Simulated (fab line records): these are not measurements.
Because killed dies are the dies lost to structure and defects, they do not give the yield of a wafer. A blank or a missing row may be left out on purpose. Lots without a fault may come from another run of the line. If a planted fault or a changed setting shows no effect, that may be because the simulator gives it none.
fab line records / flow ritCmos
record lots=13 wafers=39 lastDay=7
route steps=202 shown ACTIVE@4 M1@202
lots that met no fault: taken from a fault-free run of the same line
startH: start of the lot's first displayed wafer, in hours after the record's first day / waitH: hours since the lot's step before / " same as the row above / L1.1+2: a row that stands for several wafers / - no value present, or no start provided / * or withheld: withheld / < > ~ a bound
route shown NAME@n: NAME is a module with steps in the file, n the number in the route of the first one / usual: mean/standard deviation of fault-free wafers / same: alike in all rows / chamber/n: place in a boat / sites: the reading at each site / _std_site: the standard deviation of these / _edge_site: mean of outer sites minus mean of inner sites / radiusMm: for every site, how far away it sits from the centre of the wafer / mask NAME#n: copy n / behind: the last tool/chamber to shape the wafer / hold: cause of the lot's hold/its duration in hours/its outcome / device: names the non-switching transistor (n, p or np) / end of line: tests of these same wafers at the route's end / where a step has no rows: the recipe by itself / killed: count of dies lost to structure and defects at first sort (not the wafer's yield) / map: dies across one wafer; x = killed, . = not, _ = none there
set.NAME: setting as actually run; set.NAME@STEP: the setting as run at that earlier step / model.NAME: the simulator's own value behind a step, which no gauge read
a sample of lots followed through the steps of the route, with each step as a table and each wafer as a row
services: when a tool's chamber went out of use (startH, in hours from the record's first day, below 0 if earlier), for how many hours, and the reason
## steps
# step RIT_ACTIVE_CVD_03
# recipe material=Si3N4 targetThkNm=150 tempC=810 precursor=SiH2Cl2/NH3 timeS=1500 pressureMtorr=300 sih2cl2FlowSccm=60 nh3FlowSccm=150
# usual spikeTcCentreC=811.2/1.2 spikeTcLoadC=834.7/2.1 spikeTcSourceC=835/3.7 susceptorTempC=810.1/0.34 zonePowerLoadPct=20.4/1
lot.wafer=L736.1 tool=lpcvd-02 chamber=0 startH=12.11 waitH=0.1 spikeTcCentreC=810.5 spikeTcLoadC=838.1 spikeTcSourceC=834 susceptorTempC=810.5 zonePowerLoadPct=18.7
lot.wafer=L736.4 tool=lpcvd-02 chamber=0 startH=12.11 waitH=0.1 spikeTcCentreC=811.9 spikeTcLoadC=835.4 spikeTcSourceC=834 susceptorTempC=810.5 zonePowerLoadPct=19.2
lot.wafer=L736.5 tool=lpcvd-02 chamber=0 startH=12.11 waitH=0.1 spikeTcCentreC=811.5 spikeTcLoadC=836.9 spikeTcSourceC=835 susceptorTempC=810.1 zonePowerLoadPct=18.8
lot.wafer=L737.1 tool=lpcvd-01 chamber=1 startH=17.11 waitH=0.1 spikeTcCentreC=811.1 spikeTcLoadC=837.2 spikeTcSourceC=828 susceptorTempC=809.7 zonePowerLoadPct=22.1
lot.wafer=L737.2 tool=lpcvd-01 chamber=1 startH=17.11 waitH=0.1 spikeTcCentreC=812.2 spikeTcLoadC=837.5 spikeTcSourceC=830 susceptorTempC=810.0 zonePowerLoadPct=22.1
lot.wafer=L737.4 tool=lpcvd-01 chamber=1 startH=17.11 waitH=0.1 spikeTcCentreC=811.1 spikeTcLoadC=836.3 spikeTcSourceC=829 susceptorTempC=809.9 zonePowerLoadPct=21.7
lot.wafer=L738.2 tool=lpcvd-01 chamber=1 startH=22.11 waitH=0.0 spikeTcCentreC=810.7 spikeTcLoadC=835.3 spikeTcSourceC=829 susceptorTempC=810.1 zonePowerLoadPct=21.7
lot.wafer=L738.4 tool=lpcvd-01 chamber=1 startH=22.11 waitH=0.0 spikeTcCentreC=810.0 spikeTcLoadC=836.1 spikeTcSourceC=830 susceptorTempC=810.1 zonePowerLoadPct=21.7
lot.wafer=L738.5 tool=lpcvd-01 chamber=1 startH=22.11 waitH=0.0 spikeTcCentreC=811.1 spikeTcLoadC=833.8 spikeTcSourceC=830 susceptorTempC=810.0 zonePowerLoadPct=22.2
lot.wafer=L739.1 tool=lpcvd-01 chamber=0 startH=27.11 waitH=0.1 spikeTcCentreC=811.4 spikeTcLoadC=835.2 spikeTcSourceC=839 susceptorTempC=810.2 zonePowerLoadPct=20.4
lot.wafer=L739.3 tool=lpcvd-01 chamber=0 startH=27.11 waitH=0.1 spikeTcCentreC=810.2 spikeTcLoadC=833.3 spikeTcSourceC=840 susceptorTempC=810.3 zonePowerLoadPct=20.2
lot.wafer=L739.5 tool=lpcvd-01 chamber=0 startH=27.11 waitH=0.1 spikeTcCentreC=809.4 spikeTcLoadC=833.1 spikeTcSourceC=839 susceptorTempC=810.1 zonePowerLoadPct=20.9
lot.wafer=L741.1 tool=lpcvd-02 chamber=1 startH=37.11 waitH=0.1 spikeTcCentreC=810.6 spikeTcLoadC=831.9 spikeTcSourceC=833 susceptorTempC=809.9 zonePowerLoadPct=20.1
lot.wafer=L741.3 tool=lpcvd-02 chamber=1 startH=37.11 waitH=0.1 spikeTcCentreC=812.9 spikeTcLoadC=832.4 spikeTcSourceC=833 susceptorTempC=810.4 zonePowerLoadPct=20.0
lot.wafer=L741.5 tool=lpcvd-02 chamber=1 startH=37.11 waitH=0.1 spikeTcCentreC=813.2 spikeTcLoadC=830.5 spikeTcSourceC=833 susceptorTempC=810.7 zonePowerLoadPct=20.2
lot.wafer=L745.1 tool=lpcvd-01 chamber=0 startH=57.11 waitH=0.1 spikeTcCentreC=810.5 spikeTcLoadC=834.5 spikeTcSourceC=841 susceptorTempC=809.8 zonePowerLoadPct=20.7
lot.wafer=L745.3 tool=lpcvd-01 chamber=0 startH=57.11 waitH=0.1 spikeTcCentreC=811.6 spikeTcLoadC=834.8 spikeTcSourceC=839 susceptorTempC=809.4 zonePowerLoadPct=20.1
lot.wafer=L745.5 tool=lpcvd-01 chamber=0 startH=57.11 waitH=0.1 spikeTcCentreC=810.7 spikeTcLoadC=833.0 spikeTcSourceC=839 susceptorTempC=810.2 zonePowerLoadPct=20.7
lot.wafer=L747.2 tool=lpcvd-02 chamber=1 startH=67.11 waitH=0.0 spikeTcCentreC=813.2 spikeTcLoadC=832.0 spikeTcSourceC=834 susceptorTempC=809.9 zonePowerLoadPct=19.9
lot.wafer=L747.4 tool=lpcvd-02 chamber=1 startH=67.11 waitH=0.0 spikeTcCentreC=811.6 spikeTcLoadC=832.8 spikeTcSourceC=834 susceptorTempC=811.0 zonePowerLoadPct=20.0
lot.wafer=L747.6 tool=lpcvd-02 chamber=1 startH=67.11 waitH=0.0 spikeTcCentreC=812.9 spikeTcLoadC=831.7 spikeTcSourceC=831 susceptorTempC=810.1 zonePowerLoadPct=20.0
lot.wafer=L748.2 tool=lpcvd-01 chamber=0 startH=72.11 waitH=0.0 spikeTcCentreC=810.3 spikeTcLoadC=833.8 spikeTcSourceC=838 susceptorTempC=809.9 zonePowerLoadPct=20.5
lot.wafer=L748.4 tool=lpcvd-01 chamber=0 startH=72.11 waitH=0.0 spikeTcCentreC=812.3 spikeTcLoadC=832.5 spikeTcSourceC=841 susceptorTempC=809.8 zonePowerLoadPct=20.5
lot.wafer=L748.5 tool=lpcvd-01 chamber=0 startH=72.11 waitH=0.0 spikeTcCentreC=811.2 spikeTcLoadC=834.7 spikeTcSourceC=839 susceptorTempC=810.1 zonePowerLoadPct=20.5
lot.wafer=L750.2 tool=lpcvd-01 chamber=0 startH=82.23 waitH=0.0 spikeTcCentreC=809.5 spikeTcLoadC=833.1 spikeTcSourceC=839 susceptorTempC=810.3 zonePowerLoadPct=20.3
lot.wafer=L750.3 tool=lpcvd-01 chamber=0 startH=82.23 waitH=0.0 spikeTcCentreC=810.1 spikeTcLoadC=833.4 spikeTcSourceC=840 susceptorTempC=810.4 zonePowerLoadPct=20.6
lot.wafer=L750.5 tool=lpcvd-01 chamber=0 startH=82.23 waitH=0.0 spikeTcCentreC=811.1 spikeTcLoadC=833.2 spikeTcSourceC=838 susceptorTempC=810.1 zonePowerLoadPct=20.3
lot.wafer=L751.3 tool=lpcvd-01 chamber=1 startH=90.75 waitH=0.0 spikeTcCentreC=811.5 spikeTcLoadC=834.6 spikeTcSourceC=829 susceptorTempC=810.1 zonePowerLoadPct=22.0
lot.wafer=L751.4 tool=lpcvd-01 chamber=1 startH=90.75 waitH=0.0 spikeTcCentreC=810.3 spikeTcLoadC=835.1 spikeTcSourceC=830 susceptorTempC=810.4 zonePowerLoadPct=22.0
lot.wafer=L751.5 tool=lpcvd-01 chamber=1 startH=90.75 waitH=0.0 spikeTcCentreC=811.2 spikeTcLoadC=834.4 spikeTcSourceC=831 susceptorTempC=810.0 zonePowerLoadPct=22.2
lot.wafer=L755.4 tool=lpcvd-01 chamber=1 startH=108.59 waitH=0.4 spikeTcCentreC=825.9 spikeTcLoadC=851.6 spikeTcSourceC=845 susceptorTempC=824.7 zonePowerLoadPct=23.1
lot.wafer=L755.5 tool=lpcvd-01 chamber=1 startH=108.59 waitH=0.4 spikeTcCentreC=825.4 spikeTcLoadC=850.5 spikeTcSourceC=847 susceptorTempC=825.1 zonePowerLoadPct=22.3
lot.wafer=L755.6 tool=lpcvd-01 chamber=1 startH=108.59 waitH=0.4 spikeTcCentreC=826.4 spikeTcLoadC=850.9 spikeTcSourceC=845 susceptorTempC=824.5 zonePowerLoadPct=22.5
lot.wafer=L757.3 tool=lpcvd-02 chamber=1 startH=118.67 waitH=0.0 spikeTcCentreC=814.0 spikeTcLoadC=832.2 spikeTcSourceC=833 susceptorTempC=810.2 zonePowerLoadPct=19.9
lot.wafer=L757.4 tool=lpcvd-02 chamber=1 startH=118.67 waitH=0.0 spikeTcCentreC=811.8 spikeTcLoadC=832.4 spikeTcSourceC=833 susceptorTempC=809.9 zonePowerLoadPct=20.0
lot.wafer=L757.5 tool=lpcvd-02 chamber=1 startH=118.67 waitH=0.0 spikeTcCentreC=811.3 spikeTcLoadC=832.1 spikeTcSourceC=834 susceptorTempC=810.4 zonePowerLoadPct=20.4
lot.wafer=L759.2 tool=lpcvd-01 chamber=0 startH=127.44 waitH=0.0 spikeTcCentreC=809.2 spikeTcLoadC=835.3 spikeTcSourceC=839 susceptorTempC=810.1 zonePowerLoadPct=20.8
lot.wafer=L759.5 tool=lpcvd-01 chamber=0 startH=127.44 waitH=0.0 spikeTcCentreC=808.7 spikeTcLoadC=833.3 spikeTcSourceC=838 susceptorTempC=809.9 zonePowerLoadPct=20.4
lot.wafer=L759.6 tool=lpcvd-01 chamber=0 startH=127.44 waitH=0.0 spikeTcCentreC=812.4 spikeTcLoadC=833.1 spikeTcSourceC=840 susceptorTempC=810.5 zonePowerLoadPct=20.3
# step RIT_ACTIVE_THK_MEAS_04
# recipe reads=Si3N4_of_ACTIVE_CVD_03
# usual ACTIVE_NITRIDE_THK=150.0/1.8
lot.wafer=L736.1 tool=filmMetro-04 chamber=- startH=14.24 waitH=0.0 ACTIVE_NITRIDE_THK[nm]=146.2
lot.wafer=L736.4 tool=filmMetro-04 chamber=- startH=14.24 waitH=0.0 ACTIVE_NITRIDE_THK[nm]=147.1
lot.wafer=L736.5 tool=filmMetro-04 chamber=- startH=14.24 waitH=0.0 ACTIVE_NITRIDE_THK[nm]=146.6
lot.wafer=L737.1 tool=filmMetro-03 chamber=- startH=18.53 waitH=0.0 ACTIVE_NITRIDE_THK[nm]=150.6
lot.wafer=L737.2 tool=filmMetro-03 chamber=- startH=18.53 waitH=0.0 ACTIVE_NITRIDE_THK[nm]=151.0
lot.wafer=L737.4 tool=filmMetro-03 chamber=- startH=18.53 waitH=0.0 ACTIVE_NITRIDE_THK[nm]=149.8
lot.wafer=L738.2 tool=filmMetro-04 chamber=- startH=23.54 waitH=0.0 ACTIVE_NITRIDE_THK[nm]=148.9
lot.wafer=L738.4 tool=filmMetro-04 chamber=- startH=23.54 waitH=0.0 ACTIVE_NITRIDE_THK[nm]=148.8
lot.wafer=L738.5 tool=filmMetro-04 chamber=- startH=23.54 waitH=0.0 ACTIVE_NITRIDE_THK[nm]=150.1
lot.wafer=L739.1 tool=filmMetro-03 chamber=- startH=28.53 waitH=0.0 ACTIVE_NITRIDE_THK[nm]=149.5
lot.wafer=L739.3 tool=filmMetro-03 chamber=- startH=28.53 waitH=0.0 ACTIVE_NITRIDE_THK[nm]=149.2
lot.wafer=L739.5 tool=filmMetro-03 chamber=- startH=28.53 waitH=0.0 ACTIVE_NITRIDE_THK[nm]=149.2
lot.wafer=L741.1 tool=filmMetro-04 chamber=- startH=39.24 waitH=0.0 ACTIVE_NITRIDE_THK[nm]=152.3
lot.wafer=L741.3 tool=filmMetro-04 chamber=- startH=39.24 waitH=0.0 ACTIVE_NITRIDE_THK[nm]=152.5
lot.wafer=L741.5 tool=filmMetro-04 chamber=- startH=39.24 waitH=0.0 ACTIVE_NITRIDE_THK[nm]=153.0
lot.wafer=L745.1 tool=filmMetro-03 chamber=- startH=58.53 waitH=0.0 ACTIVE_NITRIDE_THK[nm]=148.1
lot.wafer=L745.3 tool=filmMetro-03 chamber=- startH=58.53 waitH=0.0 ACTIVE_NITRIDE_THK[nm]=149.2
lot.wafer=L745.5 tool=filmMetro-03 chamber=- startH=58.53 waitH=0.0 ACTIVE_NITRIDE_THK[nm]=150.1
lot.wafer=L747.2 tool=filmMetro-04 chamber=- startH=69.25 waitH=0.0 ACTIVE_NITRIDE_THK[nm]=148.0
lot.wafer=L747.4 tool=filmMetro-04 chamber=- startH=69.25 waitH=0.0 ACTIVE_NITRIDE_THK[nm]=148.7
lot.wafer=L747.6 tool=filmMetro-04 chamber=- startH=69.25 waitH=0.0 ACTIVE_NITRIDE_THK[nm]=149.0
lot.wafer=L748.2 tool=filmMetro-03 chamber=- startH=73.54 waitH=0.0 ACTIVE_NITRIDE_THK[nm]=151.1
lot.wafer=L748.4 tool=filmMetro-03 chamber=- startH=73.54 waitH=0.0 ACTIVE_NITRIDE_THK[nm]=149.8
lot.wafer=L748.5 tool=filmMetro-03 chamber=- startH=73.54 waitH=0.0 ACTIVE_NITRIDE_THK[nm]=149.9
lot.wafer=L750.2 tool=filmMetro-04 chamber=- startH=83.66 waitH=0.0 ACTIVE_NITRIDE_THK[nm]=148.3
lot.wafer=L750.3 tool=filmMetro-04 chamber=- startH=83.66 waitH=0.0 ACTIVE_NITRIDE_THK[nm]=148.4
lot.wafer=L750.5 tool=filmMetro-04 chamber=- startH=83.66 waitH=0.0 ACTIVE_NITRIDE_THK[nm]=149.7
lot.wafer=L751.3 tool=filmMetro-01 chamber=- startH=92.18 waitH=0.0 ACTIVE_NITRIDE_THK[nm]=148.5
lot.wafer=L751.4 tool=filmMetro-01 chamber=- startH=92.18 waitH=0.0 ACTIVE_NITRIDE_THK[nm]=149.0
lot.wafer=L751.5 tool=filmMetro-01 chamber=- startH=92.18 waitH=0.0 ACTIVE_NITRIDE_THK[nm]=150.4
lot.wafer=L755.4 tool=filmMetro-01 chamber=- startH=110.04 waitH=0.0 ACTIVE_NITRIDE_THK[nm]=195.4
lot.wafer=L755.5 tool=filmMetro-01 chamber=- startH=110.04 waitH=0.0 ACTIVE_NITRIDE_THK[nm]=195.0
lot.wafer=L755.6 tool=filmMetro-01 chamber=- startH=110.04 waitH=0.0 ACTIVE_NITRIDE_THK[nm]=195.9
lot.wafer=L757.3 tool=filmMetro-01 chamber=- startH=120.82 waitH=0.0 ACTIVE_NITRIDE_THK[nm]=150.5
lot.wafer=L757.4 tool=filmMetro-01 chamber=- startH=120.82 waitH=0.0 ACTIVE_NITRIDE_THK[nm]=149.3
lot.wafer=L757.5 tool=filmMetro-01 chamber=- startH=120.82 waitH=0.0 ACTIVE_NITRIDE_THK[nm]=149.8
lot.wafer=L759.2 tool=filmMetro-03 chamber=- startH=128.87 waitH=0.0 ACTIVE_NITRIDE_THK[nm]=150.3
lot.wafer=L759.5 tool=filmMetro-03 chamber=- startH=128.87 waitH=0.0 ACTIVE_NITRIDE_THK[nm]=152.1
lot.wafer=L759.6 tool=filmMetro-03 chamber=- startH=128.87 waitH=0.0 ACTIVE_NITRIDE_THK[nm]=150.6
# step RIT_ACTIVE_ETCH_13
# recipe stopOn=SiO2 chemistry=SF6 target=Si3N4 timeS=210 overEtchFrac=0.4 SF6_flow_sccm=200 pressureMtorr=260 rfW=125 targetDepthA=2100
# usual drypumpMotorCurrentA=5.8/0.47 oesProductAu=0.824/0.0099 rfFwdPowerW=124.5/0.43 throttleValvePct=7.47/0.14
lot.wafer=L736.1 tool=rieDiel-02 chamber=3 startH=15.42 waitH=0.1 drypumpMotorCurrentA=5.6 oesProductAu=0.819 rfFwdPowerW=125.2 rfHoursCounterH=2 throttleValvePct=7.25
lot.wafer=L736.4 tool=rieDiel-02 chamber=2 startH=15.42 waitH=0.1 drypumpMotorCurrentA=6.6 oesProductAu=0.838 rfFwdPowerW=124.6 rfHoursCounterH=123 throttleValvePct=7.33
lot.wafer=L736.5 tool=rieDiel-02 chamber=0 startH=15.42 waitH=0.1 drypumpMotorCurrentA=5.5 oesProductAu=0.802 rfFwdPowerW=124.5 rfHoursCounterH=- throttleValvePct=7.39
lot.wafer=L737.1 tool=rieDiel-03 chamber=1 startH=19.83 waitH=0.1 drypumpMotorCurrentA=6.3 oesProductAu=0.821 rfFwdPowerW=123.7 rfHoursCounterH=75 throttleValvePct=7.53
lot.wafer=L737.2 tool=rieDiel-03 chamber=2 startH=19.83 waitH=0.1 drypumpMotorCurrentA=5.1 oesProductAu=0.827 rfFwdPowerW=124.4 rfHoursCounterH=42 throttleValvePct=7.72
lot.wafer=L737.4 tool=rieDiel-03 chamber=0 startH=19.83 waitH=0.1 drypumpMotorCurrentA=5.9 oesProductAu=0.819 rfFwdPowerW=124.9 rfHoursCounterH=102 throttleValvePct=7.57
lot.wafer=L738.2 tool=rieDiel-04 chamber=3 startH=24.83 waitH=0.1 drypumpMotorCurrentA=6.5 oesProductAu=0.830 rfFwdPowerW=124.2 rfHoursCounterH=119 throttleValvePct=7.48
lot.wafer=L738.4 tool=rieDiel-04 chamber=1 startH=24.83 waitH=0.1 drypumpMotorCurrentA=5.9 oesProductAu=0.814 rfFwdPowerW=124.4 rfHoursCounterH=21 throttleValvePct=7.39
lot.wafer=L738.5 tool=rieDiel-04 chamber=3 startH=24.83 waitH=0.1 drypumpMotorCurrentA=6.4 oesProductAu=0.828 rfFwdPowerW=124.3 rfHoursCounterH=- throttleValvePct=7.47
lot.wafer=L739.1 tool=rieDiel-02 chamber=2 startH=29.83 waitH=0.1 drypumpMotorCurrentA=6.6 oesProductAu=0.845 rfFwdPowerW=124.0 rfHoursCounterH=123 throttleValvePct=7.33
lot.wafer=L739.3 tool=rieDiel-02 chamber=0 startH=29.83 waitH=0.1 drypumpMotorCurrentA=5.5 oesProductAu=0.817 rfFwdPowerW=124.8 rfHoursCounterH=37 throttleValvePct=7.41
lot.wafer=L739.5 tool=rieDiel-02 chamber=1 startH=29.83 waitH=0.1 drypumpMotorCurrentA=5.8 oesProductAu=0.824 rfFwdPowerW=124.9 rfHoursCounterH=- throttleValvePct=7.51
lot.wafer=L741.1 tool=rieDiel-03 chamber=2 startH=40.42 waitH=0.1 drypumpMotorCurrentA=5.1 oesProductAu=0.837 rfFwdPowerW=124.3 rfHoursCounterH=42 throttleValvePct=7.71
lot.wafer=L741.3 tool=rieDiel-03 chamber=1 startH=40.42 waitH=0.1 drypumpMotorCurrentA=6.3 oesProductAu=0.835 rfFwdPowerW=124.5 rfHoursCounterH=75 throttleValvePct=7.53
lot.wafer=L741.5 tool=rieDiel-03 chamber=2 startH=40.42 waitH=0.1 drypumpMotorCurrentA=5.1 oesProductAu=0.819 rfFwdPowerW=124.4 rfHoursCounterH=- throttleValvePct=7.70
lot.wafer=L745.1 tool=rieDiel-03 chamber=1 startH=59.82 waitH=0.1 drypumpMotorCurrentA=6.3 oesProductAu=0.814 rfFwdPowerW=124.4 rfHoursCounterH=76 throttleValvePct=7.52
lot.wafer=L745.3 tool=rieDiel-03 chamber=2 startH=59.82 waitH=0.1 drypumpMotorCurrentA=5.1 oesProductAu=0.817 rfFwdPowerW=124.0 rfHoursCounterH=42 throttleValvePct=7.71
lot.wafer=L745.5 tool=rieDiel-03 chamber=0 startH=59.82 waitH=0.1 drypumpMotorCurrentA=5.8 oesProductAu=0.828 rfFwdPowerW=124.3 rfHoursCounterH=- throttleValvePct=7.58
lot.wafer=L747.2 tool=rieDiel-02 chamber=3 startH=70.54 waitH=0.1 drypumpMotorCurrentA=5.7 oesProductAu=0.819 rfFwdPowerW=124.4 rfHoursCounterH=3 throttleValvePct=7.25
lot.wafer=L747.4 tool=rieDiel-02 chamber=2 startH=70.54 waitH=0.1 drypumpMotorCurrentA=6.5 oesProductAu=0.835 rfFwdPowerW=124.3 rfHoursCounterH=124 throttleValvePct=7.34
lot.wafer=L747.6 tool=rieDiel-02 chamber=0 startH=70.54 waitH=0.1 drypumpMotorCurrentA=5.5 oesProductAu=0.813 rfFwdPowerW=125.6 rfHoursCounterH=- throttleValvePct=7.39
lot.wafer=L748.2 tool=rieDiel-03 chamber=2 startH=74.83 waitH=0.1 drypumpMotorCurrentA=5.1 oesProductAu=0.822 rfFwdPowerW=125.4 rfHoursCounterH=42 throttleValvePct=7.72
lot.wafer=L748.4 tool=rieDiel-03 chamber=0 startH=74.83 waitH=0.1 drypumpMotorCurrentA=5.8 oesProductAu=0.826 rfFwdPowerW=124.6 rfHoursCounterH=103 throttleValvePct=7.57
lot.wafer=L748.5 tool=rieDiel-03 chamber=0 startH=74.83 waitH=0.1 drypumpMotorCurrentA=5.8 oesProductAu=0.821 rfFwdPowerW=124.9 rfHoursCounterH=- throttleValvePct=7.58
lot.wafer=L750.2 tool=rieDiel-02 chamber=3 startH=84.83 waitH=0.1 drypumpMotorCurrentA=5.6 oesProductAu=0.815 rfFwdPowerW=124.9 rfHoursCounterH=3 throttleValvePct=7.24
lot.wafer=L750.3 tool=rieDiel-02 chamber=0 startH=84.83 waitH=0.1 drypumpMotorCurrentA=5.5 oesProductAu=0.805 rfFwdPowerW=124.8 rfHoursCounterH=38 throttleValvePct=7.41
lot.wafer=L750.5 tool=rieDiel-02 chamber=3 startH=84.83 waitH=0.1 drypumpMotorCurrentA=5.7 oesProductAu=0.826 rfFwdPowerW=125.0 rfHoursCounterH=- throttleValvePct=7.24
lot.wafer=L751.3 tool=rieDiel-03 chamber=3 startH=93.47 waitH=0.1 drypumpMotorCurrentA=5.3 oesProductAu=0.811 rfFwdPowerW=124.9 rfHoursCounterH=14 throttleValvePct=7.51
lot.wafer=L751.4 tool=rieDiel-03 chamber=1 startH=93.47 waitH=0.1 drypumpMotorCurrentA=6.3 oesProductAu=0.821 rfFwdPowerW=124.7 rfHoursCounterH=76 throttleValvePct=7.52
lot.wafer=L751.5 tool=rieDiel-03 chamber=2 startH=93.47 waitH=0.1 drypumpMotorCurrentA=5.1 oesProductAu=0.828 rfFwdPowerW=124.6 rfHoursCounterH=- throttleValvePct=7.72
lot.wafer=L755.4 tool=rieDiel-02 chamber=2 startH=111.29 waitH=0.1 drypumpMotorCurrentA=6.6 oesProductAu=0.975 rfFwdPowerW=124.2 rfHoursCounterH=124 throttleValvePct=7.34
lot.wafer=L755.5 tool=rieDiel-02 chamber=1 startH=111.29 waitH=0.1 drypumpMotorCurrentA=5.8 oesProductAu=0.962 rfFwdPowerW=124.3 rfHoursCounterH=- throttleValvePct=7.52
lot.wafer=L755.6 tool=rieDiel-02 chamber=2 startH=111.29 waitH=0.1 drypumpMotorCurrentA=6.6 oesProductAu=0.975 rfFwdPowerW=124.6 rfHoursCounterH=- throttleValvePct=7.34
lot.wafer=L757.3 tool=rieDiel-03 chamber=2 startH=121.98 waitH=0.1 drypumpMotorCurrentA=5.1 oesProductAu=0.826 rfFwdPowerW=124.5 rfHoursCounterH=43 throttleValvePct=7.71
lot.wafer=L757.4 tool=rieDiel-03 chamber=3 startH=121.98 waitH=0.1 drypumpMotorCurrentA=5.3 oesProductAu=0.805 rfFwdPowerW=124.2 rfHoursCounterH=15 throttleValvePct=7.51
lot.wafer=L757.5 tool=rieDiel-03 chamber=2 startH=121.98 waitH=0.1 drypumpMotorCurrentA=5.1 oesProductAu=0.819 rfFwdPowerW=124.4 rfHoursCounterH=- throttleValvePct=7.70
lot.wafer=L759.2 tool=rieDiel-03 chamber=3 startH=130.16 waitH=0.1 drypumpMotorCurrentA=5.3 oesProductAu=0.822 rfFwdPowerW=124.4 rfHoursCounterH=15 throttleValvePct=7.51
lot.wafer=L759.5 tool=rieDiel-03 chamber=0 startH=130.16 waitH=0.1 drypumpMotorCurrentA=5.8 oesProductAu=0.824 rfFwdPowerW=124.6 rfHoursCounterH=- throttleValvePct=7.56
lot.wafer=L759.6 tool=rieDiel-03 chamber=1 startH=130.16 waitH=0.1 drypumpMotorCurrentA=6.3 oesProductAu=0.824 rfFwdPowerW=123.9 rfHoursCounterH=- throttleValvePct=7.53
# step RIT_M1_PROBE_99
# usual killed_at_M0_to_M3=0.0/0.12 killedAtContacts=0.1/0.23 killedAtFrontEnd=7/3 killedDies=7/3.1 killedOpen=3.3/2.1 killedShort=3.3/2
# same grossDies=264 killed_at_M4_up=0 killedAtBackSide=0 killedAtOther=0
lot.wafer=L747.2 tool=prober-02 chamber=- startH=118.49 waitH=0.1 killed_at_M0_to_M3=0 killedAtContacts=0 killedAtFrontEnd=7 killedDies=7 killedOpen=5 killedShort=2
lot.wafer=L747.4 tool=prober-02 chamber=- startH=118.59 waitH=0.2 killed_at_M0_to_M3=0 killedAtContacts=0 killedAtFrontEnd=3 killedDies=3 killedOpen=0 killedShort=3
lot.wafer=L747.6 tool=prober-02 chamber=- startH=118.69 waitH=0.2 killed_at_M0_to_M3=0 killedAtContacts=0 killedAtFrontEnd=4 killedDies=4 killedOpen=4 killedShort=0
lot.wafer=L755.5 tool=prober-01 chamber=- startH=157.39 waitH=0.2 killed_at_M0_to_M3=0 killedAtContacts=0 killedAtFrontEnd=7 killedDies=7 killedOpen=4 killedShort=2
# killed by level:class
L747.2 FOX1:geometricParticle:open=2 GATE:geometricParticle:open=2 FOX1:geometricParticle:short=1 GATE:geometricParticle:short=1 SPACER:geometricParticle:open=1
L747.4 FOX1:geometricParticle:short=1 GATE:geometricParticle:short=1 SILICIDE:geometricParticle:short=1
L747.6 FOX2:geometricParticle:open=2 REOX:geometricParticle:open=1 SPACER:geometricParticle:open=1
L755.5 GATE:geometricParticle:open=2 SPACER:geometricParticle:open=2 FOX1:geometricParticle:short=1 GATE:geometricParticle:short=1 ACTIVE:areaEtch=1
## services
tool=lpcvd-02 chamber=- startH=-9.96 hours=0.3 kind=repair
tool=rieDiel-02 chamber=2 startH=3.53 hours=7.2 kind=repair
tool=rieDiel-03 chamber=0 startH=10.58 hours=2.5 kind=repair
tool=rieDiel-03 chamber=- startH=43.61 hours=0.3 kind=repair
tool=rieDiel-04 chamber=- startH=44.32 hours=1.1 kind=repair
tool=rieDiel-03 chamber=2 startH=51.61 hours=5.6 kind=repair
tool=rieDiel-04 chamber=1 startH=72.82 hours=5.1 kind=repair
tool=rieDiel-03 chamber=3 startH=79.51 hours=4.0 kind=repair
tool=rieDiel-02 chamber=- startH=94.44 hours=2.3 kind=repair
tool=rieDiel-03 chamber=- startH=102.42 hours=0.3 kind=repair
tool=rieDiel-02 chamber=3 startH=116.31 hours=9.5 kind=repair
## key
firstSign step=RIT_ACTIVE_CVD_03 reading=susceptorTempC direction=up sigmas=43 usual=* struck=*
effect step=RIT_ACTIVE_CVD_03 reading=spikeTcCentreC direction=up sigmas=12 usual=811.2 struck=825.9
effect step=RIT_ACTIVE_THK_MEAS_04 reading=ACTIVE_NITRIDE_THK direction=up sigmas=25 usual=150.0 struck=195.4
effect step=RIT_ACTIVE_ETCH_13 reading=oesProductAu direction=up sigmas=15 usual=0.824 struck=0.971
metAt RIT_ACTIVE_CVD_03
struckLots L755
struckWafers L755.4,L755.5,L755.6
testerLeftOut L755
onsetBetween 90.75 108.59
fault kind=processParameterDrift tool=lpcvd-01 chamber=1 onsetH=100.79 steps=RIT_ACTIVE_CVD_03 channel=tempC offset=* shape=step endH=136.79 actsIn=* stated=*
# testerLeftOut: of these lots the tester's yield and bins aren't shown, on N5 and GAA mostly nor the transistor test; their killed dies are dies lost to structure and defects alone, not to doping, threshold or leakage, so they don't give the yield
